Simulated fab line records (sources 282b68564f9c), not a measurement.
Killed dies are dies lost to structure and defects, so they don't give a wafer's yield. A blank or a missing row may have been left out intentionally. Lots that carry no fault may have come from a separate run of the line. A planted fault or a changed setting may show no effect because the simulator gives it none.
Struck lot and sound lot, side by side || flow ritCmos || 18 steps out of a route of 202
Sound: the wafers L242.4, L242.5, L242.6. Wafers L252.1, L252.2, L252.4 were the ones struck. At the end, the cause is stated.
Per side, at each step with rows, come the tool, then ch with its chambers, and then its first start. Under that, the readings that differ: sound wafers || struck wafers || difference of the means || sigmas: that difference in standard deviations of wafers without a fault.
alike: same words and numbers on both sides, and readings whose means sit less than 2 such deviations apart. not compared: any withheld reading, any reading some wafer has no value for, any bound like >300 that may hide the same value, and any number with overlapping values for which the record gives no deviation.
A row with sigmas, a row that says differs or no value, or rows on one side alone: a step with any of these is where the two part. When numbers do not overlap yet have no deviation, they are printed without sigmas and do not part them. Lack of a reading on every wafer of one side parts them only where that side has two or more wafers.

first, 4 steps without rows for these wafers: RIT_NWELL_SOFTBAKE_02 (time 60 s); RIT_NWELL_EXPOSE_03 (exposes mask M2, target cd 43900 nm); RIT_NWELL_PEB_04; RIT_NWELL_DEVELOP_05 (develop time 68 s).
RIT_NWELL_OVL_MEAS_06:
  struck on overlay-02, day 4 13:56; sound on overlay-01, day 2 12:32
  alike: NWELL_OVL
then, 2 steps without rows for these wafers: RIT_NWELL_HARDBAKE_07 (time 120 s); RIT_NWELL_IMPLANT_08.
RIT_NWELL_STRIP_09: strips in O2, time 180 s.
  sound on plasmaAsher-02 ch 0,1, day 2 13:01; struck on plasmaAsher-02 ch 0,1, day 4 14:22
  alike: drypumpMotorCurrentA, o2FlowSccm
  not compared: rfHoursCounterH
RIT_NWELL_TW_MEAS_10:
  struck on filmMetro-02, day 4 14:33; sound on filmMetro-02, day 2 13:10
  alike: NWELL_TW
then, 3 steps without rows for these wafers: RIT_PWELL_HMDS_00 (prime time 60 s); RIT_PWELL_COAT_01 (resist thk 1308 nm); RIT_PWELL_SOFTBAKE_02 (time 60 s).
RIT_PWELL_EXPOSE_03: exposes mask M3, target cd 43700 nm.
  sound on ilineStepper-02 ch 0, day 2 13:49; struck on ilineStepper-01 ch 0, day 4 15:14
{"reading": "model.PWELL.overlayXNm (nm)", "sound": "-1.501 -1.501 -1.501", "struck": "241.9 241.9 241.9", "difference": "+243.4", "sigmas": ""}
  alike: mask, stageVelMmS
then, 2 steps without rows for these wafers: RIT_PWELL_PEB_04; RIT_PWELL_DEVELOP_05 (develop time 68 s).
RIT_PWELL_OVL_MEAS_06:
  struck on overlay-01, day 4 15:40; sound on overlay-02, day 2 14:13
{"reading": "PWELL_OVL (nm)", "sound": "-1.4 -0.1 -0.7", "struck": "241.6 241.0 240.7", "difference": "+241.8", "sigmas": "+99 or more"}
then, 1 step without rows for these wafers: RIT_PWELL_HARDBAKE_07 (time 120 s).
RIT_M1_PROBE_99:
  struck on prober-02, day 6 02:40; sound on prober-02, day 4 00:14
{"reading": "killed_at_M0_to_M3", "sound": "0 0 0", "struck": "1 0 0", "difference": "+0", "sigmas": "+2"}
{"reading": "killedAtFrontEnd", "sound": "14 10 13", "struck": "2 7 7", "difference": -7, "sigmas": -2}
{"reading": "killedDies", "sound": "14 11 13", "struck": "3 7 7", "difference": -7, "sigmas": -2}
{"reading": "killedOpen", "sound": "5 6 11", "struck": "0 3 5", "difference": -5, "sigmas": -2}
{"reading": "model.etest.wellEdgeLeft.lineOhmUm", "sound": "182 180.5 179.2", "struck": "202.3 202 206.2", "difference": "+22.9", "sigmas": ""}
{"reading": "model.etest.wellEdgeRight.lineOhmUm", "sound": "180 179.3 182.5", "struck": "168.9 168.9 168.4", "difference": -11.9, "sigmas": ""}
{"reading": "model.etest.isoNwellNwell.bvV (V)", "sound": "22.3 22.22 22.29", "struck": "20.88 20.76 20.86", "difference": -1.44, "sigmas": ""}
  alike: killedAtContacts, killedShort

## WHERE THEY PART
Last at RIT_M1_PROBE_99 as far as this record goes, first at RIT_PWELL_OVL_MEAS_06.

WHY: what the simulator had put in
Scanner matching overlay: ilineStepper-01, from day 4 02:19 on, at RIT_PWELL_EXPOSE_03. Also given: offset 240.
